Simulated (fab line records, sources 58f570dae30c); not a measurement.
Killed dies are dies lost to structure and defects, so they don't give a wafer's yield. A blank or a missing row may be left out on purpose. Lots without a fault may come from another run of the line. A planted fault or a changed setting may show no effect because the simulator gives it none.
Chamber matching | flow berkeley_cmos170 | UCB170_V2_CMP_02 on cmp-01: 4 sister chambers
The step polishes SiO2. 4 wafers are shown with their chamber, then 7 later ones without.

WAFERS WITH THEIR CHAMBER
wafer  | chamber | motor_current_A (A)
L130.3 | 1       | 15.2
L145.6 | 2       | 16.0
L146.1 | 0       | 14.5
L146.5 | 3       | 16.6

WAFERS WITHOUT THEIR CHAMBER
wafer  | motor_current_A (A)
L146.6 | 16.9
L148.1 | 15.8
L148.2 | 17.4
L148.4 | 14.4
L151.1 | 17.2
L151.2 | 16.5
L151.4 | 16.1

WHICH CHAMBER EACH WENT THROUGH
wafer  | from the rows above          | in truth
L146.6 | can't be placed: 3 or 2      | 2
L148.1 | can't be placed: 2 or 1 or 3 | 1
L148.2 | can't be placed: 3 or 2      | 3
L148.4 | can't be placed: 0 or 1      | 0
L151.1 | can't be placed: 3 or 2      | 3
L151.2 | can't be placed: 3 or 2      | 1
L151.4 | can't be placed: 2 or 3 or 1 | 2
Placed correctly: 0 of 7. Can't be placed from these rows: 7 (the true chamber is among the candidates in 6). Placed wrongly: 0.
How it was worked out, from the rows above alone: a wafer's distance from a chamber is the root of the sum, over the readings, of the square of ((its reading less the chamber's mean) divided by the reading's scatter). The wafer belongs to the nearest chamber; if the next one is less than 2 further off, it can't be placed. A chamber's mean is the mean of its shown wafers. The scatter: with one shown wafer a chamber, the root of the mean of the squares of how far each hidden wafer lies from its nearest shown one.
